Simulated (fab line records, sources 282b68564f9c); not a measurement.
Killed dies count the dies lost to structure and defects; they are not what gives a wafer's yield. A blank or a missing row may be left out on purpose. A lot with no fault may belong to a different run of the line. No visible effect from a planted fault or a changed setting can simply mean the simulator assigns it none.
2 desks looking at one fault    flow ritCmos    every desk sees just its own numbers, and what lay behind them comes last

## FOR THE TOOL OWNER'S DESK: implanter-01
The tool's own readings at RIT_PWELL_IMPLANT_08: means of the sampled wafers that have a number, for each lot that ran on this tool. A lot is out of limits, marked OUT, if its mean lies more than 4 standard deviations from the usual mean; the brackets give that distance.
Columns: A = doseIonsCm2 at RIT_PWELL_IMPLANT_08, usual 6.999e+13; B = faradayCurrentUA at RIT_PWELL_IMPLANT_08, usual 222
lot   first seen here  A                    B
L400  day 2 13:23      6.994e+13            221
L401  day 2 15:20      6.998e+13            223
L410  day 4 12:01      7.000e+13            221
L416  day 5 17:41      6.644e+13 (-46) OUT  212
L418  day 6 04:24      6.653e+13 (-44) OUT  209
This desk finds L416, L418 out of limits, L416 being first, at day 5 17:41 (doseIonsCm2 at RIT_PWELL_IMPLANT_08). Within limits: L400, L401, L410.

## THE METROLOGY DESK
Lot by lot, what the gauges showed, no matter which tool ran the lot: averages of those sampled wafers that carry a number. A lot is out of limits, marked OUT, if its mean lies more than 4 standard deviations from the usual mean; the brackets give that distance.
Columns: A = PWELL_RS at RIT_WELLDRIVE_RS_MEAS_02, usual 429.9 ohm/sq
lot   first seen here  A
L399  day 2 10:17      430.7
L400  day 2 18:58      429.6
L401  day 2 22:02      430.1
L402  day 3 02:48      429.2
L404  day 3 16:37      429.0
L405  day 3 21:03      430.3
L408  day 4 09:27      431.9
L409  day 4 14:34      429.2
L410  day 4 17:35      431.6
L411  day 5 02:43      431.1
L416  day 5 23:16      443.6 (+11) OUT
L417  day 6 05:38      430.1
L418  day 6 10:43      444.9 (+12) OUT
L421  day 7 03:42      431.2
Per this desk, out of limits: L416, L418; the first was L416, day 5 23:16 (PWELL_RS at RIT_WELLDRIVE_RS_MEAS_02). Within limits: L399, L400, L401, L402, L404, L405, L408, L409, L410, L411, L417, L421.

## ALL TOGETHER
On L416, L418, at day 5 17:41, an alarm was possible from the tool owner's desk.
The metrology desk could have raised an alarm at day 5 23:16, on L416, L418.
All the named lots went through RIT_PWELL_IMPLANT_08 on implanter-01.

## WHAT THE SIMULATOR HAD PUT IN
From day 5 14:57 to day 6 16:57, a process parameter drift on implanter-01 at RIT_PWELL_IMPLANT_08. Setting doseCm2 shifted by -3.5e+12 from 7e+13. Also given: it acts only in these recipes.
Shown lots that were struck: L416, L418.
Counting hours from when the fault started, the first reading out of limits came at 3 for the tool owner's desk and at 8 for the metrology desk.
